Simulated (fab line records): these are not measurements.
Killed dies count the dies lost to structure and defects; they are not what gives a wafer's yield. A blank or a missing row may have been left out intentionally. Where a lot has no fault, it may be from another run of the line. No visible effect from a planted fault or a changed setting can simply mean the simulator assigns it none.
Chamber matching ; flow berkeley-cmos170 ; 3 sister chambers for UCB170_BACKSIDE_CLEAN_04 on wet-bench-02
The step cleans in SPM, time 600 s. 16 wafers are shown with their chamber, then 8 later ones without.

== EACH WAFER AND ITS CHAMBER ==
wafer;chamber;temp-c (C)
L141.3;1;119.97
L141.4;1;119.85
L141.6;1;120.03
L145.2;2;119.97
L145.4;2;120.07
L145.6;2;119.94
L143.1;3;119.89
L143.2;3;120.13
L143.6;3;119.94
L144.1;1;120.01
L144.2;1;120.05
L144.3;1;119.93
L150.3;2;120.10
L150.4;2;119.85
L150.5;2;120.16
L148.4;3;120.20

SIGNATURES, as means of the wafers listed above
reading;chamber 1;chamber 2;chamber 3;scatter within a chamber
temp-c;119.9733;120.0150;120.0400;0.111
Rule: a wafer lies at a distance from a chamber equal to the root of the sum of squares, over the readings, of (its reading less the chamber's mean, divided by the reading's scatter). The wafer belongs to the nearest chamber; if the next one is less than 2 further off, it can't be placed. The scatter: the root of (the sum of the squares of (reading less its chamber's mean) over the shown wafers, divided by (wafers less chambers)).

== WAFERS WITHOUT THEIR CHAMBER ==
wafer;temp-c (C)
L148.5;120.33
L148.6;120.23
L147.3;119.97
L147.4;119.98
L147.5;119.92
L149.1;119.89
L149.2;120.13
L149.4;119.94

== WHICH CHAMBER EACH ONE RAN IN ==
wafer;from the rows above;in truth
L148.5;can't be placed: 3 or 2 or 1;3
L148.6;can't be placed: 3 or 2 or 1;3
L147.3;can't be placed: 1 or 2 or 3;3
L147.4;can't be placed: 1 or 2 or 3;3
L147.5;can't be placed: 1 or 2 or 3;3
L149.1;can't be placed: 1 or 2 or 3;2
L149.2;can't be placed: 3 or 2 or 1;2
L149.4;can't be placed: 1 or 2 or 3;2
Correct placement for 0 of the 8. These rows do not allow placing 8 (true chamber among the candidates in 8). 0 placed wrongly.
